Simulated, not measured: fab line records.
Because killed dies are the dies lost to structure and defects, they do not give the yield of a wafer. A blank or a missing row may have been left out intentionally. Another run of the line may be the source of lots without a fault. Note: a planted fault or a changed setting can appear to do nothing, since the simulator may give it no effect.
Split-lot trial	flow berkeleyCmos170	on a route of 331 steps: 5 lots, 23 wafers read

== THE SPLIT ITSELF ==
At UCB170_V2_CMP_02 (polishes SiO2), the setting leaveAboveRefNm was moved away from the recipe's 1000 nm on 10 of the 23 wafers read, by -4.0% to +7.2%. This setting was run at the recipe's value on the other wafers.

No step appears in the file between the split and the reading.

== THE READING ==
At UCB170_V2_THK_MEAS_04: V2_POLISHED_THK, given in nm. On this fab line, fault-free wafers typically give 999.4 nm with a standard deviation of 1.1 nm.

wafer	tool, chamber at the split	leaveAboveRefNm as run, nm	against the recipe	V2_POLISHED_THK, nm	against lot-mates on the recipe
L074.1	cmp-01, 3	959.8	-4.0%	960.2	-39.8
L074.2	cmp-01, 1	1000	recipe	998.9	-
L074.3	cmp-01, 0	959.8	-4.0%	958.5	-41.5
L074.4	cmp-01, 2,3	1000	recipe	1001.1	-
L074.5	cmp-01, 2,3	1000	recipe	1000.1	-
L078.2	cmp-02, 3	1036	+3.6%	1034.4	+34.3
L078.3	cmp-02, 2,0	1036	+3.6%	1036.7	+36.6
L078.4	cmp-02, 2,0	1036	+3.6%	1037.5	+37.4
L078.5	cmp-02, 1	1000	recipe	1000.7	-
L078.6	cmp-02, 2	1000	recipe	999.5	-
L083.1	cmp-01, 0	1032	+3.2%	1031.3	+32.3
L083.2	cmp-01, 3,1	1032	+3.2%	1031.9	+33.0
L083.4	cmp-01, 2	1000	recipe	999.5	-
L083.5	cmp-01, 3,1	1032	+3.2%	1031.6	+32.6
L083.6	cmp-01, 0	1000	recipe	998.4	-
L082.1	cmp-02, 1	1000	recipe	1000.4	-
L082.2	cmp-02, 0	1000	recipe	1000.9	-
L082.3	cmp-02, 2	1072	+7.2%	1070.3	+70.3
L082.5	cmp-02, 2	1072	+7.2%	1071.9	+71.9
L082.6	cmp-02, 3	1000	recipe	998.8	-
L084.2	cmp-02, 3	1000	recipe	998.7	-
L084.4	cmp-02, 0	1000	recipe	999.1	-
L084.5	cmp-02, 2	1000	recipe	999.6	-
If several chambers appear in one row, that row covers several wafers at once and the file leaves open which wafer was in which chamber.

FIT RESULTS
A straight line over all 23 wafers: V2_POLISHED_THK changes by +9.99 nm for each +1% of leaveAboveRefNm; r = +1.00; the points scatter about the line by 0.96 nm.
The same after taking each lot's own level away (the mean of its wafers on the recipe; 23 wafers): +9.99 nm for each +1%; r = +1.00; scatter 0.93 nm.
On that fit, the largest move of leaveAboveRefNm shifts the reading by 72 nm.
Across the lots, their own levels run from 998.95 to 1000.10 nm, a range of 1.0 times the standard deviation given above.
The two slopes agree, so the slope changes little with the lot-to-lot level.
Check: for one of the wafers moved furthest among these (+7.2%), held out of the fit, the line's prediction against its lot-mates is +72.5 nm. Against them it came out at +70.3 nm.

== OTHER SPLITS ON THESE WAFERS ==
Note: prior to the reading, these wafers also went through further splits. Each is held against what the fit with the lots' levels taken away leaves over:
other split on the same wafers	wafers away from the commonest value	r with V2_POLISHED_THK (lot level and that fit taken away)
UCB170_CONTACT_ETCH_17 sourceW	12	+0.02
UCB170_V1_EXPOSE_09 doseMj	8	+0.36

== THE WHOLE CHAIN: every reading that the file lists as answering this split, in the file's order ==
step	what it does	reading	change (the file's fit)	r (the file's)
UCB170_V2_CMP_02	polishes SiO2	SiO2_of_V2_CVD_00.thkNm (the simulator's own value, which no gauge read)	+10 nm for each +1% of the setting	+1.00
UCB170_V2_THK_MEAS_04		V2_POLISHED_THK	+9.97 for each +1% of the setting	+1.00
UCB170_V2_ETCH_14	etches SiO2 in CHF3/CF4/Ar, stops on Al, target depth 1250 nm, time 291 s	V2.featureDepthNm (the simulator's own value, which no gauge read)	+10.1 nm for each +1% of the setting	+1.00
UCB170_V2_ETCH_14	etches SiO2 in CHF3/CF4/Ar, stops on Al, target depth 1250 nm, time 291 s	etch.depthNm (the simulator's own value, which no gauge read)	+10 nm for each +1% of the setting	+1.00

== FILE'S OWN FIT ==
V2_POLISHED_THK changes by +9.97 nm for each +1% of leaveAboveRefNm, r = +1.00.
